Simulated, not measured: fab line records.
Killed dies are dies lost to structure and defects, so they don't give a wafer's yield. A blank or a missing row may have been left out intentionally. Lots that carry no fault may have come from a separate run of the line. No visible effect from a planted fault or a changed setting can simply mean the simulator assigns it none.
One fault through the eyes of 2 desks ; flow berkeley cmos170 ; every desk sees just its own numbers, and what lay behind them comes last

## FOR THE TOOL OWNER'S DESK: rie diel-03
The tool's own readings at UCB170_SPACER_ETCHBACK_03 (etches SiO2 in CHF3/CF4/Ar, stops on Si, target depth 376 nm, time 100 s): means of the sampled wafers that have a number, for each lot that ran on this tool. Any lot whose mean is over 4 standard deviations away from the usual mean is out of limits and marked OUT; that distance is given in the brackets.
Columns: A = chamber pressure mTorr at UCB170_SPACER_ETCHBACK_03, usual 200.02 mTorr; B = drypump motor current A at UCB170_SPACER_ETCHBACK_03, usual 5.3 A; C = oes product au at UCB170_SPACER_ETCHBACK_03, usual 0.895 a.u.; D = throttle valve pct at UCB170_SPACER_ETCHBACK_03, usual 6.46 %
lot;first seen here;A;B;C;D
L272;day 8 01:08;200.03;5.1;0.897;6.44
L282;day 9 21:08;199.92;5.1;0.834;6.44
L285;day 10 10:52;200.14;5.1;0.819 (-4.2) OUT;6.44
This desk's verdict: out of limits on L285, starting with L285 at day 10 10:52 (oes product au at UCB170_SPACER_ETCHBACK_03). L272, L282: within limits.

## THE METROLOGY DESK
Means of the sampled wafers that have a number, per lot and without regard to the tool the lot ran on: this is what the gauges read. Any lot whose mean is over 4 standard deviations away from the usual mean is out of limits and marked OUT; that distance is given in the brackets.
Columns: A = GATE_OXIDE_THK at UCB170_GATE_THK_MEAS_02, usual 6.56 nm; B = CONTACT_OVL at UCB170_CONTACT_OVL_MEAS_16, usual 4 nm; C = cd nm at UCB170_M1_CD_MEAS_09, usual 700.1 nm
lot;first seen here;A;B;C
L270;day 6 21:46;6.62;8;701.3
L272;day 7 07:46;6.41;5;699.0
L273;day 7 07:47;6.64;10;702.9
L271;day 7 07:47;6.66;-4;700.3
L275;day 7 12:56;6.66;7;700.8
L274;day 7 12:57;6.64;4;700.2
L278;day 8 04:18;6.53;10;699.0
L282;day 9 01:36;6.64;4;700.2
L283;day 9 13:24;6.46;-4;699.3
L285;day 9 13:28;6.38;10;703.5
L286;day 10 05:26;6.77;13;700.6
L287;day 10 17:44;6.52;-2;700.5
L289;day 10 17:46;6.40;6;696.8
L293;day 11 14:35;6.78;-2;701.9
Result from this desk: across the 14 lots, nothing is out of limits.

## ALL TOGETHER
At day 10 10:52, on L285, the tool owner's desk was in a position to raise an alarm.
From the metrology desk's view, nothing was out of limits.
The metrology desk has L285 on record, within its limits.
Of the lots named, all ran UCB170_SPACER_ETCHBACK_03 on rie diel-03.

## WHAT THE SIMULATOR HAD PUT IN
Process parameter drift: rie diel-03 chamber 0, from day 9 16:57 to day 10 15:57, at UCB170_SPACER_ETCHBACK_03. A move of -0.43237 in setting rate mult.
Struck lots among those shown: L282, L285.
How many hours passed from the start of the fault until each desk's first out-of-limits reading: the tool owner's desk, 18.
